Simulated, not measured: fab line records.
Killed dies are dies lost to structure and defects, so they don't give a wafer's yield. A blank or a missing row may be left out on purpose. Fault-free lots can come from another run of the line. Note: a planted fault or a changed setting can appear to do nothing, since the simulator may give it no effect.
A struck lot beside a sound one + flow ritCmos + 34 out of 202 route steps
Sound: wafers L109.1, L109.3, L109.4. Struck: wafers L100.2, L100.4, L100.5. At the end, the cause is stated.
Per side, at each step with rows, come the tool, then ch with its chambers, and then its first start. Under that, the readings that differ: sound wafers + struck wafers + difference of the means + sigmas: that difference in standard deviations of wafers without a fault.
alike: a reading whose means differ by less than 2 such deviations, as well as words and numbers matching on both sides. not compared: withheld readings; readings where some wafer has no value; bounds like >300 that might hide an equal value; numbers whose values overlap and for which the record gives no deviation.
Wherever a step has rows on one side only, a row that says differs or no value, or a row with sigmas, the two part there. When numbers do not overlap yet have no deviation, they are printed without sigmas and do not part them. A reading that every wafer of one side lacks parts them only if that side has two wafers or more.

first, 2 steps without rows for these wafers: RIT_SPACER_CLEAN_02 (cleans in SC2, time 600 s); RIT_SPACER_CVD_03 (deposits Si3N4 from SiH2Cl2/NH3, target thk 250 nm, time 3300 s).
RIT_SPACER_THK_MEAS_04:
  sound on filmMetro-03, day 6 07:14; struck on filmMetro-04, day 4 09:18
  alike: SPACER_NITRIDE_THK
RIT_SPACER_ETCHBACK_05: etches Si3N4 in SF6/CHF3, stops on SiO2, target depth 250 nm, time 240 s.
  sound on rieDiel-01 ch 0,1,3, day 6 07:18; struck on rieDiel-04 ch 0,2,3, day 4 09:21
  alike: SF6_flow_sccm, drypumpMotorCurrentA, oesProductAu, rfFwdPowerW, throttleValvePct
  not compared: rfHoursCounterH
then, 6 steps without rows for these wafers: RIT_NSD_HMDS_00 (prime time 60 s); RIT_NSD_COAT_01 (resist thk 1000 nm); RIT_NSD_SOFTBAKE_02 (time 60 s); RIT_NSD_EXPOSE_03 (exposes mask M9, target cd 40700 nm); RIT_NSD_PEB_04; RIT_NSD_DEVELOP_05 (develop time 50 s).
RIT_NSD_OVL_MEAS_06:
  sound on overlay-02, day 6 08:25; struck on overlay-02, day 4 10:21
  alike: NSD_OVL
then, 1 step without rows for these wafers: RIT_NSD_HARDBAKE_07 (time 60 s).
RIT_NSD_IMPLANT_08:
  sound on implanter-03 ch 0, day 6 08:37; struck on implanter-01 ch 0, day 4 10:53
RIT_NSD_STRIP_09: strips in O2, time 180 s.
  sound on plasmaAsher-01 ch 0,1, day 6 08:46; struck on plasmaAsher-01 ch 0,1, day 4 11:00
  alike: drypumpMotorCurrentA
  not compared: rfHoursCounterH
RIT_NSD_TW_MEAS_10:
  sound on filmMetro-02, day 6 08:56; struck on filmMetro-04, day 4 11:11
| reading | sound          | struck         | difference | sigmas |
|---------|----------------|----------------|------------|--------|
| NSD_TW  | 3105 3105 3088 | 3537 3551 3558 | +449       | +35    |
then, 6 steps without rows for these wafers: RIT_PSD_HMDS_00 (prime time 60 s); RIT_PSD_COAT_01 (resist thk 1000 nm); RIT_PSD_SOFTBAKE_02 (time 60 s); RIT_PSD_EXPOSE_03 (exposes mask M10, target cd 40900 nm); RIT_PSD_PEB_04; RIT_PSD_DEVELOP_05 (develop time 50 s).
RIT_PSD_OVL_MEAS_06:
  sound on overlay-01, day 6 09:53; struck on overlay-02, day 4 12:30
  alike: PSD_OVL
then, 2 steps without rows for these wafers: RIT_PSD_HARDBAKE_07 (time 60 s); RIT_PSD_IMPLANT_08.
RIT_PSD_STRIP_09: strips in O2, time 180 s.
  sound on plasmaAsher-04 ch 0,1, day 6 10:13; struck on plasmaAsher-02 ch 0,1, day 4 12:54
  alike: drypumpMotorCurrentA
  not compared: rfHoursCounterH
RIT_PSD_TW_MEAS_10:
  sound on filmMetro-02, day 6 10:23; struck on filmMetro-04, day 4 13:08
| reading | sound          | struck         | difference | sigmas |
|---------|----------------|----------------|------------|--------|
| PSD_TW  | 3417 3408 3399 | 3444 3454 3447 | +40        | +3     |
then, 3 steps without rows for these wafers: RIT_SDANNEAL_CLEAN_00 (cleans in SC1, time 600 s); RIT_SDANNEAL_CLEAN_01 (cleans in dHF, time 30 s); RIT_SDANNEAL_CLEAN_02 (cleans in SC2, time 600 s).
RIT_SDANNEAL_RTA_03: time 5 s.
  sound on rtpAnneal-01 ch 0, day 6 11:11; struck on rtpAnneal-02 ch 0, day 4 13:34
  alike: wafer_temp_C_max
RIT_SDANNEAL_RS_MEAS_04: the measuring method here is four-point-probe.
  sound on filmMetro-02, day 6 11:15; struck on filmMetro-02, day 4 13:37
  alike: PSD_RS
RIT_SDANNEAL_RS_MEAS_05: the measuring method here is four-point-probe.
  sound on filmMetro-02, day 6 11:22; struck on filmMetro-02, day 4 13:44
| reading         | sound             | struck            | difference | sigmas      |
|-----------------|-------------------|-------------------|------------|-------------|
| NSD_RS (ohm/sq) | 84.30 84.46 84.57 | 52.23 52.24 52.12 | -32.25     | -99 or more |
RIT_SDANNEAL_RS_MEAS_06: the measuring method here is four-point-probe.
  sound on filmMetro-02, day 6 11:29; struck on filmMetro-02, day 4 13:52
  alike: PLDD_RS
RIT_M1_PROBE_99:
  sound on prober-01, day 6 18:48; struck on prober-02, day 4 22:02
  alike: killed_at_M0_to_M3, killedAtContacts, killedAtFrontEnd, killedDies, killedOpen, killedShort

== WHERE THEY PART ==
Earliest at RIT_NSD_TW_MEAS_10; latest, in this record, at RIT_SDANNEAL_RS_MEAS_05. Later steps at which nothing parts them and some readings are alike: RIT_SDANNEAL_RS_MEAS_06, RIT_M1_PROBE_99.

WHY: the cause the simulator had injected
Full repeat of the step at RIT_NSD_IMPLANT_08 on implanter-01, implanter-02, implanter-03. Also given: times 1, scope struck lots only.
